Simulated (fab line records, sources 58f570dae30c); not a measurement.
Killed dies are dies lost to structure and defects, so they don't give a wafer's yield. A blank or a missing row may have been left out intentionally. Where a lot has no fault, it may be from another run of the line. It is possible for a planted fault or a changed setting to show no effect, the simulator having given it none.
fab line records | flow berkeley_cmos170
[record] lots = 13 | wafers = 39 | last_day = 12
route steps=331 shown ACTIVE@70 FIELD@91 SACOX@99 M2@286
lots untouched by any fault: they come from a run of this same line in which no faults occurred
start_h: hours from the record's first day to the start of the lot's first wafer shown | wait_h: time in hours since the lot's previous step | " as in the row above | L1.1+2: a single row standing in for several wafers | - either no value or no given start | * or withheld: withheld | < > ~ a bound
route shown NAME@n: NAME is a module with steps in the file, n the number in the route of the first one | usual: mean/standard deviation of fault-free wafers | same: alike in all rows | chamber/n: place in a boat | sites: per-site readings | _std_site: standard deviation across them | _edge_site: the outer-site mean with the inner-site mean subtracted | radius_mm: for every site, how far away it sits from the centre of the wafer | mask NAME#n: copy n | behind: the last tool/chamber to shape the wafer | hold: what put the lot on hold/how long, in hours/how the hold closed | device: names the non-switching transistor (n, p or np) | end of line: tests of these same wafers at the route's end | a step with no rows: only its recipe | killed: the dies lost at the first sort to structure and to defects; this is not the yield of the wafer | map: dies across one wafer; x = killed, . = not, _ = none there
set.NAME: the run value of the setting; set.NAME@STEP: its run value at that earlier step | model.NAME: the simulator's own value behind a step, which no gauge read
the route's steps for a sample of lots (tables are steps, rows are wafers)
services: a tool's chamber out of use, with start hour (start_h, from the record's first day; less than 0 if before it), hours out, and reason
[[steps]]
[step UCB170_ACTIVE_EXPOSE_10]
[recipe] mask_id = ACTIVE | target_cd_nm = 1200 | na = 0.5 | sigma_outer = 0.6 | source_shape = conventional | dose_mj = 20
[same] na = 0.5
lot.wafer  | tool           | chamber | start_h | wait_h | mask
L811.2+3+4 | krf_scanner-02 | 0       | 80.94   | 0.1    | ACTIVE#0
L812.1+3+6 | krf_scanner-01 | 0       | 81.16   | 0.3    | ACTIVE#0
L814.1+2+5 | krf_scanner-02 | 0       | 83.31   | 0.2    | ACTIVE#0
L813.1+2+5 | krf_scanner-02 | 0       | 83.43   | 0.3    | ACTIVE#0
L817.3+4+5 | krf_scanner-01 | 0       | 101.54  | 0.1    | ACTIVE#0
L815.2+3+5 | krf_scanner-02 | 0       | 101.81  | 0.2    | ACTIVE#0
L819.2+4+5 | krf_scanner-01 | 0       | 111.14  | 0.2    | ACTIVE#0
L818.2+3+6 | krf_scanner-02 | 0       | 111.38  | 0.3    | ACTIVE#0
L822.2+3+6 | krf_scanner-02 | 0       | 118.83  | 0.3    | ACTIVE#0
L823.2+4+6 | krf_scanner-01 | 0       | 127.65  | 0.2    | ACTIVE#0
L824.1+2+6 | krf_scanner-01 | 0       | 127.74  | 0.4    | ACTIVE_R1#0
L833.1+2+6 | krf_scanner-02 | 0       | 183.31  | 0.1    | ACTIVE#0
L834.1+2+6 | krf_scanner-02 | 0       | 194.20  | 0.1    | ACTIVE#0
[step UCB170_ACTIVE_CD_MEAS_13]
[recipe] target_cd_nm = 1200
[usual] cd_nm = 1200.3/1.4
lot.wafer | tool      | chamber | start_h | wait_h | cd_nm
L811.2    | cd_sem-02 | -       | 81.49   | -      | 1199.7
L811.3    | "         | -       | "       | "      | 1200.3
L811.4    | "         | -       | "       | "      | 1199.5
L812.1    | cd_sem-01 | -       | 82.00   | -      | 1200.6
L812.3    | "         | -       | "       | "      | 1200.6
L812.6    | "         | -       | "       | "      | 1201.9
L814.1    | cd_sem-02 | -       | 83.74   | -      | 1199.0
L814.2    | "         | -       | "       | "      | 1199.6
L814.5    | "         | -       | "       | "      | 1199.3
L813.1    | cd_sem-01 | -       | 84.02   | -      | 1198.2
L813.2    | "         | -       | "       | "      | 1198.4
L813.5    | "         | -       | "       | "      | 1199.4
L817.3    | cd_sem-02 | -       | 101.95  | -      | 1201.8
L817.4    | "         | -       | "       | "      | 1201.5
L817.5    | "         | -       | "       | "      | 1201.2
L815.2    | cd_sem-02 | -       | 102.20  | -      | 1201.1
L815.3    | "         | -       | "       | "      | 1200.2
L815.5    | "         | -       | "       | "      | 1199.9
L819.2    | cd_sem-02 | -       | 111.56  | -      | 1199.6
L819.4    | "         | -       | "       | "      | 1199.5
L819.5    | "         | -       | "       | "      | 1200.7
L818.2    | cd_sem-02 | -       | 111.77  | -      | 1201.4
L818.3    | "         | -       | "       | "      | 1202.7
L818.6    | "         | -       | "       | "      | 1202.5
L822.2    | cd_sem-01 | -       | 119.90  | -      | 1198.7
L822.3    | "         | -       | "       | "      | 1198.5
L822.6    | "         | -       | "       | "      | 1199.8
L823.2    | cd_sem-01 | -       | 128.04  | -      | 1203.3
L823.4    | "         | -       | "       | "      | 1202.6
L823.6    | "         | -       | "       | "      | 1201.5
L824.1    | cd_sem-01 | -       | 128.29  | -      | 1380.6
L824.2    | "         | -       | "       | "      | 1380.8
L824.6    | "         | -       | "       | "      | 1379.7
L833.1    | cd_sem-01 | -       | 183.70  | -      | 1199.8
L833.2    | "         | -       | "       | "      | 1199.2
L833.6    | "         | -       | "       | "      | 1200.2
L834.1    | cd_sem-01 | -       | 194.68  | -      | 1200.6
L834.2    | "         | -       | "       | "      | 1200.9
L834.6    | "         | -       | "       | "      | 1201.3
[step UCB170_FIELD_THK_MEAS_02]
[recipe] reads = SiO2_of_FIELD_OXIDATION_01
[usual] FIELD_OXIDE_THK = 559/10
lot.wafer | tool          | chamber | start_h | wait_h | FIELD_OXIDE_THK[nm]
L812.1    | film_metro-03 | -       | 89.48   | 0.0    | 560
L812.3    | "             | -       | "       | "      | 548
L812.6    | "             | -       | "       | "      | 554
L814.1    | film_metro-04 | -       | 89.48   | 0.0    | 561
L814.2    | "             | -       | "       | "      | 552
L814.5    | "             | -       | "       | "      | 554
L811.2    | film_metro-01 | -       | 89.49   | 0.0    | 572
L811.3    | "             | -       | "       | "      | 568
L811.4    | "             | -       | "       | "      | 569
L813.1    | film_metro-01 | -       | 89.54   | 0.1    | 566
L813.2    | "             | -       | "       | "      | 559
L813.5    | "             | -       | "       | "      | 560
L815.2    | film_metro-04 | -       | 109.27  | 0.0    | 565
L815.3    | "             | -       | "       | "      | 562
L815.5    | "             | -       | "       | "      | 563
L817.3    | film_metro-03 | -       | 109.28  | 0.0    | 552
L817.4    | "             | -       | "       | "      | 546
L817.5    | "             | -       | "       | "      | 556
L818.2    | film_metro-04 | -       | 120.00  | 0.0    | 568
L818.3    | "             | -       | "       | "      | 564
L818.6    | "             | -       | "       | "      | 567
L819.2    | film_metro-03 | -       | 120.00  | 0.0    | 554
L819.4    | "             | -       | "       | "      | 566
L819.5    | "             | -       | "       | "      | 563
L822.2    | film_metro-04 | -       | 128.08  | 0.0    | 559
L822.3    | "             | -       | "       | "      | 549
L822.6    | "             | -       | "       | "      | 559
L824.1    | film_metro-01 | -       | 135.72  | 0.0    | 566
L824.2    | "             | -       | "       | "      | 564
L824.6    | "             | -       | "       | "      | 567
L823.2    | film_metro-03 | -       | 135.73  | 0.0    | 555
L823.4    | "             | -       | "       | "      | 559
L823.6    | "             | -       | "       | "      | 555
L833.1    | film_metro-03 | -       | 191.75  | 0.0    | 558
L833.2    | "             | -       | "       | "      | 565
L833.6    | "             | -       | "       | "      | 559
L834.1    | film_metro-01 | -       | 202.85  | 0.0    | 561
L834.2    | "             | -       | "       | "      | 561
L834.6    | "             | -       | "       | "      | 557
[step UCB170_SACOX_THK_MEAS_02]
[recipe] reads = SiO2_of_SACOX_OXIDATION_01
[usual] SACOX_OXIDE_THK = 14.45/0.29
lot.wafer | tool          | chamber | start_h | wait_h | SACOX_OXIDE_THK[nm]
L812.1    | film_metro-02 | -       | 99.73   | 0.0    | 14.50
L812.3    | "             | -       | "       | "      | 14.66
L812.6    | "             | -       | "       | "      | 14.55
L813.1    | film_metro-01 | -       | 99.73   | 0.0    | 13.90
L813.2    | "             | -       | "       | "      | 14.21
L813.5    | "             | -       | "       | "      | 13.86
L811.2    | film_metro-03 | -       | 99.74   | 0.0    | 14.23
L811.3    | "             | -       | "       | "      | 14.27
L811.4    | "             | -       | "       | "      | 14.12
L814.1    | film_metro-01 | -       | 99.79   | 0.1    | 13.93
L814.2    | "             | -       | "       | "      | 14.09
L814.5    | "             | -       | "       | "      | 14.28
L817.3    | film_metro-02 | -       | 117.06  | 0.1    | 14.26
L817.4    | "             | -       | "       | "      | 14.51
L817.5    | "             | -       | "       | "      | 14.56
L815.2    | film_metro-03 | -       | 117.06  | 0.1    | 14.44
L815.3    | "             | -       | "       | "      | 14.56
L815.5    | "             | -       | "       | "      | 14.67
L818.2    | film_metro-01 | -       | 128.70  | 0.0    | 14.97
L818.3    | "             | -       | "       | "      | 14.62
L818.6    | "             | -       | "       | "      | 14.63
L819.2    | film_metro-02 | -       | 128.70  | 0.0    | 14.63
L819.4    | "             | -       | "       | "      | 14.80
L819.5    | "             | -       | "       | "      | 14.70
L822.2    | film_metro-01 | -       | 138.17  | 0.0    | 14.57
L822.3    | "             | -       | "       | "      | 14.67
L822.6    | "             | -       | "       | "      | 14.47
L824.1    | film_metro-01 | -       | 145.59  | 0.0    | 14.38
L824.2    | "             | -       | "       | "      | 14.19
L824.6    | "             | -       | "       | "      | 14.53
L823.2    | film_metro-02 | -       | 145.60  | 0.0    | 14.88
L823.4    | "             | -       | "       | "      | 14.95
L823.6    | "             | -       | "       | "      | 15.05
L833.1    | film_metro-03 | -       | 205.77  | 0.0    | 14.74
L833.2    | "             | -       | "       | "      | 14.55
L833.6    | "             | -       | "       | "      | 14.78
L834.1    | film_metro-01 | -       | 216.22  | 0.0    | 14.39
L834.2    | "             | -       | "       | "      | 14.25
L834.6    | "             | -       | "       | "      | 14.12
[step UCB170_M2_CD_MEAS_15]
[recipe] target_cd_nm = 700
[usual] cd_nm = 699.8/1.4
lot.wafer | tool      | chamber | start_h | wait_h | cd_nm
L813.1    | cd_sem-01 | -       | 154.55  | -      | 701.3
L813.2    | "         | -       | "       | "      | 700.7
L813.5    | "         | -       | "       | "      | 701.0
L814.1    | cd_sem-01 | -       | 156.40  | -      | 700.0
L814.2    | "         | -       | "       | "      | 699.4
L814.5    | "         | -       | "       | "      | 698.9
L812.1    | cd_sem-01 | -       | 156.68  | -      | 701.4
L812.3    | "         | -       | "       | "      | 699.9
L812.6    | "         | -       | "       | "      | 701.5
L811.2    | cd_sem-02 | -       | 156.94  | -      | 698.8
L811.3    | "         | -       | "       | "      | 698.4
L811.4    | "         | -       | "       | "      | 699.9
L817.3    | cd_sem-02 | -       | 174.48  | -      | 698.0
L817.4    | "         | -       | "       | "      | 699.6
L817.5    | "         | -       | "       | "      | 698.3
L815.2    | cd_sem-01 | -       | 174.73  | -      | 698.9
L815.3    | "         | -       | "       | "      | 698.6
L815.5    | "         | -       | "       | "      | 698.1
L819.2    | cd_sem-02 | -       | 183.60  | -      | 697.1
L819.4    | "         | -       | "       | "      | 700.2
L819.5    | "         | -       | "       | "      | 696.8
L818.2    | cd_sem-02 | -       | 184.05  | -      | 699.5
L818.3    | "         | -       | "       | "      | 699.0
L818.6    | "         | -       | "       | "      | 699.9
L822.2    | cd_sem-02 | -       | 198.09  | -      | 700.8
L822.3    | "         | -       | "       | "      | 699.7
L822.6    | "         | -       | "       | "      | 701.9
L823.2    | cd_sem-02 | -       | 201.87  | -      | 698.5
L823.4    | "         | -       | "       | "      | 698.2
L823.6    | "         | -       | "       | "      | 698.5
L824.1    | cd_sem-01 | -       | 202.12  | -      | 702.1
L824.2    | "         | -       | "       | "      | 699.5
L824.6    | "         | -       | "       | "      | 699.1
L833.1    | cd_sem-02 | -       | 257.90  | -      | 698.5
L833.2    | "         | -       | "       | "      | 699.2
L833.6    | "         | -       | "       | "      | 700.1
L834.1    | cd_sem-01 | -       | 271.51  | -      | 699.8
L834.2    | "         | -       | "       | "      | 698.6
L834.6    | "         | -       | "       | "      | 700.2
[[services]]
tool           | chamber | start_h | hours | kind
krf_scanner-01 | -       | 62.63   | 0.8   | pm
krf_scanner-01 | 0       | 64.52   | -     | calibration
krf_scanner-02 | -       | 107.83  | 0.5   | repair
krf_scanner-02 | -       | 117.24  | 0.8   | pm
krf_scanner-01 | -       | 138.45  | 3.6   | pm
krf_scanner-02 | 0       | 141.46  | -     | calibration
krf_scanner-01 | -       | 145.19  | 1.3   | pm
krf_scanner-02 | -       | 150.61  | 1.3   | pm
krf_scanner-02 | -       | 165.43  | 0.9   | repair
krf_scanner-01 | -       | 175.39  | 1.0   | pm
krf_scanner-01 | -       | 177.18  | 4.0   | repair
krf_scanner-02 | -       | 178.76  | 0.4   | repair
krf_scanner-01 | -       | 183.36  | 0.5   | repair
[[key]]
[first_sign] step = UCB170_ACTIVE_EXPOSE_10 | reading = mask | direction = changed
[effect] step = UCB170_ACTIVE_CD_MEAS_13 | reading = cd_nm | direction = up | sigmas = 99+ | usual = 1200.3 | struck = 1380.4
met_at UCB170_ACTIVE_EXPOSE_10
struck_lots L824
sort_left_out L824.1,L824.2,L824.6
tester_left_out L824
not_acting_at UCB170_FIELD_THK_MEAS_02,UCB170_SACOX_THK_MEAS_02,UCB170_M2_CD_MEAS_15
onset_between 127.65 127.74
[fault] kind = wrong_mask | tool = any | chamber = - | onset_h = 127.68 | steps = UCB170_ACTIVE_EXPOSE_10 | aux_copy = ACTIVE_R1#0 | cd_offset_nm = 180 | scope = struck_lots_only
// tester_left_out: of these lots the tester's yield and bins aren't shown, on N5 and GAA mostly nor the transistor test; their killed dies are dies lost to structure and defects alone, not to doping, threshold or leakage, so they don't give the yield
// sort_left_out: the simulated sort isn't trusted on such a fault, so these wafers' sort isn't shown, and their yield isn't known
